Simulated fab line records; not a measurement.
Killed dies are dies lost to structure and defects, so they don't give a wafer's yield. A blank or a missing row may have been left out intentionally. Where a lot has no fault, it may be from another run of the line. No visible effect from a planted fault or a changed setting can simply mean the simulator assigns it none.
Split-lot trial + flow rit cmos + 5 lots, 23 wafers read, on a route of 202 steps

== THE SPLIT ITSELF ==
At RIT_PRETRO_IMPLANT_08, the setting energy kev was moved away from the recipe's 45 on 9 of the 23 wafers read, by -4.7% to +4.8%. All remaining wafers had this setting at the recipe value.

The reading is taken at the split's own step.

== THE READING ==
The simulator's own value implant.drp nm, read by no gauge, in nm at RIT_PRETRO_IMPLANT_08. The file does not state a usual value for it.

| wafer  | tool, chamber at the split | energy kev as run | against the recipe | implant.drp nm, nm | against lot-mates on the recipe |
|--------|----------------------------|-------------------|--------------------|--------------------|---------------------------------|
| L074.2 | implanter-04, 0            | 45.92             | +2.0%              | 55.74              | +0.67                           |
| L074.3 | implanter-04, 0            | 45.92             | +2.0%              | 55.74              | +0.67                           |
| L074.4 | implanter-04, 0            | 45                | recipe             | 55.07              | -                               |
| L074.5 | implanter-04, 0            | 45                | recipe             | 55.07              | -                               |
| L074.6 | implanter-04, 0            | 45                | recipe             | 55.07              | -                               |
| L076.1 | implanter-03, 0            | 45                | recipe             | 55.07              | -                               |
| L076.4 | implanter-03, 0            | 45                | recipe             | 55.07              | -                               |
| L076.5 | implanter-03, 0            | 45                | recipe             | 55.07              | -                               |
| L076.2 | implanter-03, 0            | 47.16             | +4.8%              | 56.61              | +1.54                           |
| L076.3 | implanter-03, 0            | 47.16             | +4.8%              | 56.61              | +1.54                           |
| L077.1 | implanter-03, 0            | 45                | recipe             | 55.07              | -                               |
| L077.2 | implanter-03, 0            | 45                | recipe             | 55.07              | -                               |
| L077.4 | implanter-03, 0            | 43.99             | -2.2%              | 54.33              | -0.74                           |
| L077.5 | implanter-03, 0            | 43.99             | -2.2%              | 54.33              | -0.74                           |
| L077.6 | implanter-03, 0            | 43.99             | -2.2%              | 54.33              | -0.74                           |
| L082.1 | implanter-03, 0            | 45                | recipe             | 55.07              | -                               |
| L082.2 | implanter-03, 0            | 45                | recipe             | 55.07              | -                               |
| L082.3 | implanter-03, 0            | 45                | recipe             | 55.07              | -                               |
| L083.1 | implanter-03, 0            | 45                | recipe             | 55.07              | -                               |
| L083.4 | implanter-03, 0            | 45                | recipe             | 55.07              | -                               |
| L083.5 | implanter-03, 0            | 45                | recipe             | 55.07              | -                               |
| L083.3 | implanter-03, 0            | 42.88             | -4.7%              | 53.51              | -1.56                           |
| L083.6 | implanter-03, 0            | 42.88             | -4.7%              | 53.51              | -1.56                           |

FIT RESULTS
A straight line over all 23 wafers: implant.drp nm changes by +0.326 nm for each +1% of energy kev; r = +1.00; the points scatter about the line by 0.0098 nm.
The same after taking each lot's own level away (the mean of its wafers on the recipe; 23 wafers): +0.326 nm for each +1%; r = +1.00; scatter 0.0098 nm.
That fit puts the effect of the largest move of energy kev on the reading at 1.6 nm.
The lots' own levels span 55.070 to 55.070 nm.
The two slopes agree, so the slope changes little with the lot-to-lot level.
Check: with one of the wafers moved furthest among these (+4.8%) left out of the fit, the line predicts +1.57 nm for it against its lot-mates. It came out at +1.54 nm against them.

== OTHER SPLITS ON THESE WAFERS ==
Note: prior to the reading, these wafers also went through further splits. Each is held against what the fit with the lots' levels taken away leaves over:
| other split on the same wafers       | wafers away from the commonest value | r with implant.drp nm (lot level and that fit taken away) |
|--------------------------------------|--------------------------------------|-----------------------------------------------------------|
| RIT_ACTIVE_CVD_03 time s             | 10                                   | +0.31                                                     |
| RIT_ACTIVE_COAT_06 spin rpm          | 7                                    | -0.26                                                     |
| RIT_ACTIVE_ETCH_13 pressure mtorr    | 15                                   | +0.44                                                     |
| RIT_NWELL_IMPLANT_08 dose cm2        | 6                                    | -0.03                                                     |
| RIT_PWELL_STRIP_09 o2 flow sccm      | 9                                    | +0.37                                                     |
| RIT_NRETRO_COAT_01 spin rpm          | 7                                    | +0.07                                                     |
| RIT_NRETRO_DEVELOP_05 develop time s | 7                                    | +0.18                                                     |
| RIT_PRETRO_COAT_01 resist thk nm     | 6                                    | +0.20                                                     |

== THE WHOLE CHAIN: every reading that the file lists as answering this split, in the file's order ==
| step                  | what it does | reading                                                         | change (the file's fit)               | r (the file's) |
|-----------------------|--------------|-----------------------------------------------------------------|---------------------------------------|----------------|
| RIT_PRETRO_IMPLANT_08 |              | implant.rp nm (the simulator's own value, which no gauge read)  | +1.37 nm for each +1% of the setting  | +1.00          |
| RIT_PRETRO_IMPLANT_08 |              | implant.drp nm (the simulator's own value, which no gauge read) | +0.327 nm for each +1% of the setting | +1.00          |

== THE FILE'S OWN FIT ==
implant.drp nm changes by +0.327 nm for each +1% of energy kev, r = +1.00.
